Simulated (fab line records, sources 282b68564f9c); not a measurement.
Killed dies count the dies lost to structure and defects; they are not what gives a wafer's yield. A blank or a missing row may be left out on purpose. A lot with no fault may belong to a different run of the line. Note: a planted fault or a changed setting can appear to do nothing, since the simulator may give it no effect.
Which tool is to blame? / flow rit-cmos / Sampling: 12 lots, 36 wafers, 2 of 202 route steps

WHAT THE GAUGES READ, wafer by wafer
RIT_NSD_OVL_MEAS_06. Usual: for NSD_OVL the level is -0.8 nm and the standard deviation is 1.5.
lot=L616; measured=day 2 23:02; on=overlay-01; NSD_OVL (nm)=1.5 1.0 0.0; flag=
lot=L617; measured=day 3 05:27; on=overlay-02; NSD_OVL (nm)=-2.2 -1.5 -2.0; flag=
lot=L618; measured=day 3 09:23; on=overlay-02; NSD_OVL (nm)=-4.2 -2.6 -3.0; flag=
lot=L619; measured=day 3 13:38; on=overlay-02; NSD_OVL (nm)=-1.2 0.0 -0.4; flag=
lot=L620; measured=day 3 20:19; on=overlay-01; NSD_OVL (nm)=-0.4 0.3 -0.4; flag=
lot=L621; measured=day 4 04:45; on=overlay-02; NSD_OVL (nm)=-1.0 0.7 -0.6; flag=
lot=L622; measured=day 4 08:25; on=overlay-01; NSD_OVL (nm)=1.6 1.0 1.4; flag=
lot=L625; measured=day 4 21:27; on=overlay-02; NSD_OVL (nm)=358.8 359.5 360.1; flag=OFF
lot=L627; measured=day 5 11:49; on=overlay-01; NSD_OVL (nm)=356.4 355.9 356.2; flag=OFF
lot=L632; measured=day 6 14:52; on=overlay-01; NSD_OVL (nm)=358.9 358.9 359.6; flag=OFF
lot=L636; measured=day 7 08:28; on=overlay-02; NSD_OVL (nm)=2.4 1.1 -0.1; flag=
lot=L639; measured=day 7 23:04; on=overlay-01; NSD_OVL (nm)=-1.0 -0.1 0.5; flag=

TOOL THAT RAN EACH LOT (tool first, then ch and the chambers of the sampled wafers, then the start)
lot=L616; RIT_NSD_EXPOSE_03=iline-stepper-01 ch 0, day 2 22:40
lot=L617; RIT_NSD_EXPOSE_03=iline-stepper-02 ch 0, day 3 05:04
lot=L618; RIT_NSD_EXPOSE_03=iline-stepper-02 ch 0, day 3 08:55
lot=L619; RIT_NSD_EXPOSE_03=iline-stepper-01 ch 0, day 3 13:14
lot=L620; RIT_NSD_EXPOSE_03=iline-stepper-01 ch 0, day 3 19:55
lot=L621; RIT_NSD_EXPOSE_03=iline-stepper-01 ch 0, day 4 04:21
lot=L622; RIT_NSD_EXPOSE_03=iline-stepper-01 ch 0, day 4 08:02
lot=L625; RIT_NSD_EXPOSE_03=iline-stepper-02 ch 0, day 4 20:47
lot=L627; RIT_NSD_EXPOSE_03=iline-stepper-02 ch 0, day 5 11:25
lot=L632; RIT_NSD_EXPOSE_03=iline-stepper-02 ch 0, day 6 14:28
lot=L636; RIT_NSD_EXPOSE_03=iline-stepper-01 ch 0, day 7 08:04
lot=L639; RIT_NSD_EXPOSE_03=iline-stepper-01 ch 0, day 7 22:37
- RIT_NSD_EXPOSE_03: exposes mask M9, target cd 40700 nm.

AS READ BY THE TOOLS THEMSELVES (means over the sampled wafers that have a number; for cases with no such wafer, the mark the record gives instead)
The record holds no such reading with a usual standard deviation.

THE ANSWER, worked out from the rows above alone
Rule: a lot counts as off when the mean over its wafers that have a number is more than 3 standard deviations away from the usual mean. Also off: a lot with no number at a reading for which 4 or more lots have one. Where the step has rows for the other lots, those lots are counted as sound. The gauges are gone through in route order, then the tools' own readings, and for those a lot's mean is taken as printed above. At the first step where some lot is off, the reading lying furthest off is the one used; lots without a number count as furthest.
Off: L625, L627, L632, seen at RIT_NSD_OVL_MEAS_06 (NSD_OVL).
A tool fits if, at a process step before that reading, it ran every lot that is off, and no sound lot after the first of them. Gauges at RIT_NSD_OVL_MEAS_06: tried the same way as those tools. One fits: iline-stepper-02 at RIT_NSD_EXPOSE_03. A fault onset in the window from L618 (day 3 08:55, its last sound lot) to L625 (day 4 20:47, its first lot off) fits.

WHAT WAS PUT IN BY THE SIMULATOR
Scanner matching overlay: iline-stepper-02, from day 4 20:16 on, at RIT_NSD_EXPOSE_03. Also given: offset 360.
Lots struck among those shown: L625, L627, L632. The rule given above showed the same thing.
